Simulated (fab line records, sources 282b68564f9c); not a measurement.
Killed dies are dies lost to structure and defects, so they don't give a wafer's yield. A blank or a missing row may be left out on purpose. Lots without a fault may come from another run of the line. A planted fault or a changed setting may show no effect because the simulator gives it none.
Which tool did it? | flow rit_cmos | 6 lots, 18 wafers sampled, at 2 steps of a route of 202

WHAT THE GAUGES READ, wafer by wafer
RIT_SDANNEAL_RS_MEAS_04: measures by four-point-probe.
lot  | measured    | on            | PSD_RS (ohm/sq)
L297 | day 3 10:52 | film_metro-01 | 114.98 114.87 114.53
L305 | day 5 01:55 | film_metro-02 | 114.97 115.29 114.96
L307 | day 5 14:49 | film_metro-01 | 114.76 115.16 114.90
L310 | day 6 05:23 | film_metro-01 | 115.03 115.40 115.34
L314 | day 7 01:22 | film_metro-01 | 115.29 114.92 114.99
L318 | day 7 20:35 | film_metro-02 | 114.86 115.07 114.66

WHICH TOOL RAN EACH LOT (tool, then ch and the chambers of the sampled wafers, then the start)
lot  | RIT_SDANNEAL_RTA_03
L297 | rtp_anneal-02 ch 0, day 3 10:47
L305 | rtp_anneal-02 ch 0, day 5 01:51
L307 | rtp_anneal-02 ch 0, day 5 14:44
L310 | rtp_anneal-01 ch 0, day 6 05:19
L314 | rtp_anneal-01 ch 0, day 7 01:18
L318 | rtp_anneal-01 ch 0, day 7 20:31
- RIT_SDANNEAL_RTA_03: time 5 s.

THE ANSWER, worked out from the rows above alone
Rule: what is usual is taken from the lots themselves. Put in order of their means at a reading, lots are off if they are a third of the lots or fewer, leave a main group of 4 or more, and stand apart from it by a gap of 3 or more times the standard deviation of the main group's means; of several such gaps the widest counts. A main group whose means are all the same, to the digits that the tables above print for the reading, isn't used. A lot without any number at a reading at which 4 lots or more have one is off too. The other lots that the step has rows for count as sound.
No lot is off at any reading shown: from this, nothing can be told.

WHAT THE SIMULATOR HAD PUT IN
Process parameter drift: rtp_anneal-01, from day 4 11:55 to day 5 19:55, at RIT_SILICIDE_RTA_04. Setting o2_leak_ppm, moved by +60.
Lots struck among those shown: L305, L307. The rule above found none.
